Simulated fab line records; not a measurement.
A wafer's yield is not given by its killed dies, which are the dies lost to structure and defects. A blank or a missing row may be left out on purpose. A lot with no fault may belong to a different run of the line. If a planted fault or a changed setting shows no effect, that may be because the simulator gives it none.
A lot that was struck, set against a sound lot ; flow berkeleyCmos170 ; 16 out of 331 route steps
Sound: the wafers L344.2, L344.3, L344.6. Struck: wafer L355.2 (L355.1, L355.4, from the same lot, were not struck and are left out); the cause is given at the end.
At each step with rows: each side's tool, then ch and its chambers, then its first start. Under that, the readings that differ: sound wafers ; struck wafers ; difference of the means ; sigmas: that difference in standard deviations of wafers without a fault.
alike: readings whose means differ by less than 2 such deviations, and words and numbers that are the same on both sides. not compared: withheld readings, readings that some wafer has no value for, bounds like >300 that may hide the same value, and numbers for which the record gives no deviation and whose values overlap.
Wherever a step has rows on one side only, a row that says differs or no value, or a row with sigmas, the two part there. Non-overlapping numbers with no deviation appear without sigmas and do not part them. Lack of a reading on every wafer of one side parts them only where that side has two or more wafers.

UCB170_V1_CMP_02: polishes SiO2.
  sound on cmp-01 ch 1,2,3, day 10 22:41; struck on cmp-01 ch 0, day 13 09:49
  alike: motorCurrentA, slurryFlowMlMin
UCB170_V1_BOW_MEAS_03:
  sound: filmMetro-01 at day 10 22:54; struck: filmMetro-02 at day 13 10:07
  alike: V1_BOW
UCB170_V1_THK_MEAS_04:
  sound: filmMetro-01 at day 10 23:01; struck: filmMetro-02 at day 13 10:14
  alike: V1_POLISHED_THK
then, 7 steps without rows for these wafers: UCB170_V1_CLEAN_05 (cleans in DIW); UCB170_V1_HMDS_06 (prime time 60 s); UCB170_V1_COAT_07 (resist thk 900 nm); UCB170_V1_SOFTBAKE_08 (time 60 s); UCB170_V1_EXPOSE_09 (exposes mask VIA1, target cd 700 nm); UCB170_V1_PEB_10; UCB170_V1_DEVELOP_11 (develop time 45 s).
UCB170_V1_CD_MEAS_12: the cd target is 700 nm.
  sound: cdSem-02 at day 11 01:00; struck: cdSem-02 at day 13 12:30
  alike: cdNm
UCB170_V1_OVL_MEAS_13:
  sound: overlay-02 at day 11 01:07; struck: overlay-01 at day 13 12:37
reading;sound;struck;difference;sigmas
V1_OVL (nm);6 11 4;-5;-12;-2
UCB170_V1_ETCH_14: etches SiO2 in CHF3/CF4/Ar, stops on Al, target depth 1250 nm, time 291 s.
  sound on rieDiel-01 ch 1,3, day 11 01:08; struck on rieDiel-04 ch 0, day 13 12:40
reading;sound;struck;difference;sigmas
drypumpMotorCurrentA (A);5.50 5.67 5.66;6.17;+0.56;+2
oesProductAu (a.u.);0.859 0.885 0.890;1.011;+0.133;+14
runLengthS (s);319.7 318.8 319.2;265.7;-53.5;-99 or more
throttleValvePct (%);7.11 6.94 6.94;6.75;-0.25;-2
model.KrF_of_V1_COAT_07.thkNm (nm);613.2 609.5 610.3;659.6;+48.6;
  not compared: rfHoursCounterH
UCB170_V1_STRIP_15: strips in O2.
  sound on plasmaAsher-02 ch 1, day 11 01:19; struck on plasmaAsher-01 ch 0, day 13 12:50
reading;sound;struck;difference;sigmas
oesProductAu (a.u.);0.719 0.715 0.718;0.728;+0.011;+2
stripTimeToEndpointS (s);15.40 15.30 15.33;16.42;+1.08;+11
  alike: drypumpMotorCurrentA
  not compared: rfHoursCounterH
UCB170_V1_CD_MEAS_90: the cd target is 700 nm.
  sound: cdSem-01 at day 11 01:26; struck: cdSem-01 at day 13 12:56
reading;sound;struck;difference;sigmas
cdNm (nm);700.3 702.1 701.6;697.6;-3.7;-3
UCB170_M3_PROBE_99:
  sound: prober-01 at day 11 09:43; struck: prober-01 at day 13 22:34
reading;sound;struck;difference;sigmas
model.etest.antennaM2.vtShiftV (V);-0.01523 -0.01511 -0.0103;-0.007644;+0.005903;

WHERE THEY PART
Earliest at UCB170_V1_OVL_MEAS_13; latest, in this record, at UCB170_V1_CD_MEAS_90.

WHY: whatever the simulator had introduced
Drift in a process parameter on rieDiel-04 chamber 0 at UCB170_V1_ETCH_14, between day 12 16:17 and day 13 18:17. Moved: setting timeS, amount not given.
